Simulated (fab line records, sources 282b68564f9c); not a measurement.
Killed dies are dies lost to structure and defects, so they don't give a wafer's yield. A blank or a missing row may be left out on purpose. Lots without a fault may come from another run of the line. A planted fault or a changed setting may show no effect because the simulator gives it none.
A struck lot beside a sound one | flow rit_cmos | 19 steps out of a route of 202
Sound: wafers L758.2, L758.5, L758.6. Struck: wafers L767.2, L767.3, L767.5. The cause comes at the end.
At each step with rows: each side's tool, then ch and its chambers, then its first start. Under that, the readings that differ: sound wafers | struck wafers | difference of the means | sigmas: that difference in standard deviations of wafers without a fault.
alike: readings whose means differ by less than 2 such deviations, and words and numbers that are the same on both sides. not compared: withheld readings, readings that some wafer has no value for, bounds like >300 that may hide the same value, and numbers for which the record gives no deviation and whose values overlap.
The two part at a step that has a row with sigmas, a row that says differs or no value, or rows on one side only. Numbers that don't overlap but have no deviation are shown without sigmas and don't part them. A reading that every wafer of one side lacks parts them only if that side has two wafers or more.

RIT_ACTIVE_BOW_MEAS_00:
  sound on film_metro-03, day 2 06:01; struck on film_metro-01, day 4 03:01
  alike: INCOMING_BOW
then, 1 step without rows for these wafers: RIT_ACTIVE_OXIDATION_01 (target thk 46.8 nm, ox time 3209 s).
RIT_ACTIVE_THK_MEAS_02:
  sound on film_metro-01, day 2 08:04; struck on film_metro-03, day 4 05:28
  alike: ACTIVE_OXIDE_THK
RIT_ACTIVE_CVD_03: deposits Si3N4 from SiH2Cl2/NH3, target thk 150 nm, time 1500 s.
  sound on lpcvd-01 ch 0, day 2 08:07; struck on lpcvd-01 ch 0, day 4 05:31
  reading                                  | sound             | struck            | difference | sigmas
  model.Si3N4_of_ACTIVE_CVD_03.thk_nm (nm) | 150.2 150.4 148.8 | 215.4 215.7 216.6 | +66.1      |
RIT_ACTIVE_THK_MEAS_04:
  sound on film_metro-02, day 2 09:32; struck on film_metro-03, day 4 06:56
  reading                 | sound             | struck            | difference | sigmas
  ACTIVE_NITRIDE_THK (nm) | 150.4 150.3 148.8 | 215.5 215.9 216.6 | +66.2      | +47
then, 6 steps without rows for these wafers: RIT_ACTIVE_HMDS_05 (prime time 60 s); RIT_ACTIVE_COAT_06 (resist thk 1000 nm); RIT_ACTIVE_SOFTBAKE_07 (time 60 s); RIT_ACTIVE_EXPOSE_08 (exposes mask M1, target cd 1400 nm); RIT_ACTIVE_PEB_09; RIT_ACTIVE_DEVELOP_10 (develop time 50 s).
RIT_ACTIVE_CD_MEAS_11: target cd 1400 nm.
  sound on cd_sem-02, day 2 10:35; struck on cd_sem-02, day 4 07:59
  alike: cd_nm
then, 1 step without rows for these wafers: RIT_ACTIVE_HARDBAKE_12 (time 60 s).
RIT_ACTIVE_ETCH_13: etches Si3N4 in SF6, stops on SiO2, time 210 s, target depth 210 nm.
  sound on rie_diel-01 ch 0,2,3, day 2 10:50; struck on rie_diel-01 ch 1,2,3, day 4 08:14
  reading                            | sound             | struck            | difference | sigmas
  oes_product_au (a.u.)              | 0.810 0.826 0.806 | 0.986 1.033 1.010 | +0.196     | +14
  model.etch.depth_nm (nm)           | 150.2 150.4 148.8 | 210.9 215.7 212.7 | +63.3      |
  model.ACTIVE.feature_depth_nm (nm) | 150.2 152.3 149   | 210.9 216.9 212.7 | +63.0      |
  alike: drypump_motor_current_A, throttle_valve_pct
  not compared: rf_hours_counter_h, model.SiO2_of_ACTIVE_OXIDATION_01.thk_nm
RIT_ACTIVE_STRIP_14: strips in O2, time 180 s.
  sound on plasma_asher-03 ch 0,1, day 2 10:58; struck on plasma_asher-01 ch 0,1, day 4 08:22
  alike: drypump_motor_current_A
  not compared: rf_hours_counter_h
RIT_ACTIVE_CD_MEAS_90: target cd 1400 nm.
  sound on cd_sem-01, day 2 11:10; struck on cd_sem-01, day 4 08:34
  alike: cd_nm
then, 1 step without rows for these wafers: RIT_ACTIVE_CLEAN_15 (cleans in SC1, time 600 s).
RIT_ACTIVE_CLEAN_16: cleans in dHF, time 30 s.
  sound on wet_bench-01 ch 3, day 2 11:26; struck on wet_bench-02 ch 0, day 4 08:50
  reading                                  | sound           | struck            | difference | sigmas
  model.Si3N4_of_ACTIVE_CVD_03.thk_nm (nm) | 149.4 149.6 148 | 214.5 214.9 215.7 | +66.0      |
then, 1 step without rows for these wafers: RIT_ACTIVE_CLEAN_17 (cleans in SC2, time 600 s).

WHERE THEY PART
First at RIT_ACTIVE_THK_MEAS_04; last, within this record, at RIT_ACTIVE_ETCH_13. Later steps at which nothing parts them and some readings are alike: RIT_ACTIVE_STRIP_14, RIT_ACTIVE_CD_MEAS_90.

WHY: what the simulator had put in
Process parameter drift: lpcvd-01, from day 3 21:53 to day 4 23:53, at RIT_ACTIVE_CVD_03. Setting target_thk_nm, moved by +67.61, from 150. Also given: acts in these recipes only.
